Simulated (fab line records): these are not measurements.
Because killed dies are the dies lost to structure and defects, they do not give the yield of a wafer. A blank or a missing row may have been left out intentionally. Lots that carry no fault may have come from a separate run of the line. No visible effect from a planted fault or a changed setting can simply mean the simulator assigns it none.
Lot-split experiment :: flow berkeley_cmos170 :: 23 wafers read across 5 lots, on a route 331 steps long

== ON THE SPLIT ==
At UCB170_PVT_IMPLANT_07, the setting dose_cm2 was moved away from the recipe's 2e+12 on 7 of the 23 wafers read, by +2.4% to +5.2%. All remaining wafers had this setting at the recipe value.

== FROM THE SPLIT ON TO THE READING: in between, the file shows 1 step ==
- UCB170_PVT_STRIP_08: strips in O2

== THE READING ==
PVT_TW, at UCB170_PVT_TW_MEAS_09. On this fab line, fault-free wafers typically give 510.8 with a standard deviation of 2.9.

wafer: L076.1
tool, chamber at the split: implanter-01, 0
dose_cm2 as run: 2e+12
against the recipe: recipe
PVT_TW: 512.3
against lot-mates on the recipe: -

wafer: L076.2
tool, chamber at the split: implanter-01, 0
dose_cm2 as run: 2e+12
against the recipe: recipe
PVT_TW: 511.3
against lot-mates on the recipe: -

wafer: L076.3
tool, chamber at the split: implanter-01, 0
dose_cm2 as run: 2e+12
against the recipe: recipe
PVT_TW: 514.3
against lot-mates on the recipe: -

wafer: L076.5
tool, chamber at the split: implanter-01, 0
dose_cm2 as run: 2.075e+12
against the recipe: +3.8%
PVT_TW: 515.6
against lot-mates on the recipe: +3.0

wafer: L076.6
tool, chamber at the split: implanter-01, 0
dose_cm2 as run: 2.075e+12
against the recipe: +3.8%
PVT_TW: 517.4
against lot-mates on the recipe: +4.8

wafer: L080.1
tool, chamber at the split: implanter-03, 0
dose_cm2 as run: 2.048e+12
against the recipe: +2.4%
PVT_TW: 514.8
against lot-mates on the recipe: +3.2

wafer: L080.2
tool, chamber at the split: implanter-03, 0
dose_cm2 as run: 2.048e+12
against the recipe: +2.4%
PVT_TW: 516.3
against lot-mates on the recipe: +4.7

wafer: L080.3
tool, chamber at the split: implanter-03, 0
dose_cm2 as run: 2e+12
against the recipe: recipe
PVT_TW: 509.2
against lot-mates on the recipe: -

wafer: L080.4
tool, chamber at the split: implanter-03, 0
dose_cm2 as run: 2e+12
against the recipe: recipe
PVT_TW: 513.2
against lot-mates on the recipe: -

wafer: L080.6
tool, chamber at the split: implanter-03, 0
dose_cm2 as run: 2e+12
against the recipe: recipe
PVT_TW: 512.5
against lot-mates on the recipe: -

wafer: L081.2
tool, chamber at the split: implanter-01, 0
dose_cm2 as run: 2e+12
against the recipe: recipe
PVT_TW: 508.3
against lot-mates on the recipe: -

wafer: L081.3
tool, chamber at the split: implanter-01, 0
dose_cm2 as run: 2e+12
against the recipe: recipe
PVT_TW: 509.8
against lot-mates on the recipe: -

wafer: L081.4
tool, chamber at the split: implanter-01, 0
dose_cm2 as run: 2e+12
against the recipe: recipe
PVT_TW: 508.9
against lot-mates on the recipe: -

wafer: L081.5
tool, chamber at the split: implanter-01, 0
dose_cm2 as run: 2e+12
against the recipe: recipe
PVT_TW: 511.6
against lot-mates on the recipe: -

wafer: L081.6
tool, chamber at the split: implanter-01, 0
dose_cm2 as run: 2e+12
against the recipe: recipe
PVT_TW: 510.0
against lot-mates on the recipe: -

wafer: L082.1
tool, chamber at the split: implanter-03, 0
dose_cm2 as run: 2e+12
against the recipe: recipe
PVT_TW: 514.0
against lot-mates on the recipe: -

wafer: L082.4
tool, chamber at the split: implanter-03, 0
dose_cm2 as run: 2e+12
against the recipe: recipe
PVT_TW: 509.7
against lot-mates on the recipe: -

wafer: L082.6
tool, chamber at the split: implanter-03, 0
dose_cm2 as run: 2e+12
against the recipe: recipe
PVT_TW: 514.1
against lot-mates on the recipe: -

wafer: L083.1
tool, chamber at the split: implanter-01, 0
dose_cm2 as run: 2.105e+12
against the recipe: +5.2%
PVT_TW: 517.3
against lot-mates on the recipe: +7.3

wafer: L083.2
tool, chamber at the split: implanter-01, 0
dose_cm2 as run: 2.105e+12
against the recipe: +5.2%
PVT_TW: 518.8
against lot-mates on the recipe: +8.8

wafer: L083.4
tool, chamber at the split: implanter-01, 0
dose_cm2 as run: 2e+12
against the recipe: recipe
PVT_TW: 509.6
against lot-mates on the recipe: -

wafer: L083.5
tool, chamber at the split: implanter-01, 0
dose_cm2 as run: 2.105e+12
against the recipe: +5.2%
PVT_TW: 518.8
against lot-mates on the recipe: +8.8

wafer: L083.6
tool, chamber at the split: implanter-01, 0
dose_cm2 as run: 2e+12
against the recipe: recipe
PVT_TW: 510.4
against lot-mates on the recipe: -

THE FIT
A straight line over all 23 wafers: PVT_TW changes by +1.4 for each +1% of dose_cm2; r = +0.85; the points scatter about the line by 1.8.
The same after taking each lot's own level away (the mean of its wafers on the recipe; 23 wafers): +1.47 for each +1%; r = +0.90; scatter 1.4.
Per that fit: largest dose_cm2 move, reading shift of 7.7.
From 509.72 to 512.63: that is the span of the lots' own levels, equal to 1.0 times the standard deviation above.
So the lot-to-lot level changes the slope little: the two slopes agree.
Check: for one of the wafers moved furthest among these (+5.2%), held out of the fit, the line's prediction against its lot-mates is +7.78. Against them it came out at +7.3.

== THE OTHER SPLITS THESE WAFERS WENT THROUGH ==
Note: prior to the reading, these wafers also went through further splits. Each is held against what the fit with the lots' levels taken away leaves over:
other split on the same wafers: UCB170_START_OXIDATION_02 ox_time_s
wafers away from the commonest value: 18
r with PVT_TW (lot level and that fit taken away): -0.23

other split on the same wafers: UCB170_PWELL_OXIDATION_02 temp_c
wafers away from the commonest value: 15
r with PVT_TW (lot level and that fit taken away): -0.05

other split on the same wafers: UCB170_PWELL_PEB_11 peb_temp_c
wafers away from the commonest value: 6
r with PVT_TW (lot level and that fit taken away): +0.08

other split on the same wafers: UCB170_ACTIVE_COAT_08 resist_thk_nm
wafers away from the commonest value: 7
r with PVT_TW (lot level and that fit taken away): +0.29

other split on the same wafers: UCB170_NVT_IMPLANT_07 dose_cm2
wafers away from the commonest value: 12
r with PVT_TW (lot level and that fit taken away): +0.08

== FILE'S OWN FIT ==
PVT_TW changes by +1.42 for each +1% of dose_cm2, r = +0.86.
